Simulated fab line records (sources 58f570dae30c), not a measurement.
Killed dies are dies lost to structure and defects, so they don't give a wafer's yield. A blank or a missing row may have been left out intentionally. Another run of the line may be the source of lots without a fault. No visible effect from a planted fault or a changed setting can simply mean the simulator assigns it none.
One fault seen from 2 desks -- flow berkeley_cmos170 -- only its own numbers are on each desk; what lay behind them is given at the end

== METROLOGY DESK ==
What the gauges read, lot by lot, whatever tool the lot ran on: means of the sampled wafers that have a number. A lot is out of limits, marked OUT, if its mean lies more than 4 standard deviations from the usual mean; the brackets give that distance.
Columns: A = cd_nm at UCB170_NSD_CD_MEAS_06, usual 1200.0 nm; B = V1_TEOS_THK at UCB170_V1_THK_MEAS_01, usual 2013 nm; C = cd_nm at UCB170_V1_CD_MEAS_12, usual 699.6 nm
lot,first seen here,A,B,C
L897,day 7 06:58,1198.0,2031,701.4
L899,day 7 09:02,1199.6,2003,700.8
L898,day 7 09:19,1201.5,2032,697.8
L900,day 7 15:14,1198.7,2016,697.8
L902,day 8 05:54,1200.1,2017,698.7
L901,day 8 06:35,1198.1,2016,699.4
L909,day 9 03:13,1201.5,2005,698.7
L906,day 9 03:28,1199.4,1938,699.3
L912,day 9 20:29,1199.4,1983,700.3
L914,day 10 08:14,1201.4,2042,700.1
L913,day 10 08:19,1199.8,1996,699.7
L918,day 10 18:10,1202.1,2035,701.5
L919,day 11 07:59,1199.7,1980,699.9
This desk's finding: nothing out of limits on any of the 13 lots.

== THE TOOL OWNER'S DESK: pecvd-01 ==
The tool's own readings at UCB170_V1_CVD_00 (deposits SiO2 from TEOS/O2, target thk 2000 nm, time 250 s): means of the sampled wafers that have a number, for each lot that ran on this tool. A lot is out of limits, marked OUT, if its mean lies more than 4 standard deviations from the usual mean; the brackets give that distance.
Columns: A = heater_power_w at UCB170_V1_CVD_00, usual 248 W
lot,first seen here,A
L899,day 8 00:38,257
L901,day 8 22:20,238
L906,day 9 17:41,213
This desk's finding: nothing out of limits on any of the 3 lots.

== PUT TOGETHER ==
Metrology desk: nothing out of limits seen.
The desk of the tool owner found nothing out of limits.

== WHAT HAD BEEN PUT IN BY THE SIMULATOR ==
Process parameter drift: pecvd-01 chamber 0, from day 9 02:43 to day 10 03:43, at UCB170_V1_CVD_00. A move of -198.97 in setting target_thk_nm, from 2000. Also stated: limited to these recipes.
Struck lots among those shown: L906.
